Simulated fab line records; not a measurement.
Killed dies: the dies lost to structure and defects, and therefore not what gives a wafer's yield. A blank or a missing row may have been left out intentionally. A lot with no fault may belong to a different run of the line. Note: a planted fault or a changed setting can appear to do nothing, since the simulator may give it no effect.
One fault seen from 2 desks :: flow berkeley cmos170 :: what lay behind the numbers comes last; until then each desk has only its own

== THE METROLOGY DESK ==
Lot by lot, what the gauges showed, no matter which tool ran the lot: averages of those sampled wafers that carry a number. If a lot's mean is further than 4 standard deviations from the usual mean, the lot is out of limits and carries the mark OUT (the distance appears in the brackets).
Columns: A = M1_AL_RS at UCB170_M1_RS_MEAS_01, usual 0.0488 ohm/sq; B = M1_AL_THK at UCB170_M1_THK_MEAS_02, usual 595 nm; C = cd nm at UCB170_M1_CD_MEAS_09, usual 699.9 nm; D = M1_OVL at UCB170_M1_OVL_MEAS_10, usual 1 nm
lot: L131
first seen here: day 8 11:44
A: 0.0484
B: 597
C: 698.6
D: -3

lot: L137
first seen here: day 9 15:46
A: 0.0486
B: 595
C: 700.6
D: -3

lot: L141
first seen here: day 10 21:44
A: 0.0491
B: 591
C: 700.5
D: 5

lot: L143
first seen here: day 10 21:55
A: 0.0488
B: 597
C: 700.5
D: -3

lot: L144
first seen here: day 10 22:05
A: 0.0488
B: 594
C: 698.0
D: -1

lot: L145
first seen here: day 11 12:07
A: 0.0495
B: 591
C: 700.5
D: 2
This desk's verdict: no lot among the 6 shows anything out of limits.

== TOOL OWNER'S DESK, rie metal-02 ==
The tool's own readings at UCB170_M1_METAL_ETCH_12 (etches Al in Cl2/BCl3, stops on PSG, target depth 780 nm, time 124.5 s): means of the sampled wafers that have a number, for each lot that ran on this tool. If a lot's mean is further than 4 standard deviations from the usual mean, the lot is out of limits and carries the mark OUT (the distance appears in the brackets).
Columns: A = bias w at UCB170_M1_METAL_ETCH_12, usual 120.0 W; B = drypump motor current A at UCB170_M1_METAL_ETCH_12, usual 5.9 A; C = oes product au at UCB170_M1_METAL_ETCH_12, usual 0.870 a.u.; D = throttle valve pct at UCB170_M1_METAL_ETCH_12, usual 24.38 %
lot: L131
first seen here: day 8 13:19
A: 120.1
B: 5.9
C: 0.880
D: 24.60

lot: L144
first seen here: day 10 23:23
A: 133.6 (+40) OUT
B: 5.9
C: 0.865
D: 24.59

lot: L145
first seen here: day 11 14:25
A: 133.6 (+40) OUT
B: 5.9
C: 0.861
D: 24.60
This desk's finding: out of limits on L144, L145; first on L144, day 10 23:23 (bias w at UCB170_M1_METAL_ETCH_12). L131: within limits.

== PUT TOGETHER ==
On L144, L145, at day 10 23:23, an alarm was possible from the tool owner's desk.
The metrology desk saw nothing out of limits.
The metrology desk holds a record of L144, L145, inside its limits.
Of the lots named, all ran UCB170_M1_METAL_ETCH_12 on rie metal-02.

== WHAT HAD BEEN PUT IN BY THE SIMULATOR ==
rie metal-02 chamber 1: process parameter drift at UCB170_M1_METAL_ETCH_12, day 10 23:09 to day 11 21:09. Setting bias w shifted by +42 from 120. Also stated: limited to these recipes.
Lots struck among those shown: L144, L145.
Time in hours from fault onset to the first out-of-limits reading at each desk: the tool owner's desk, 0.
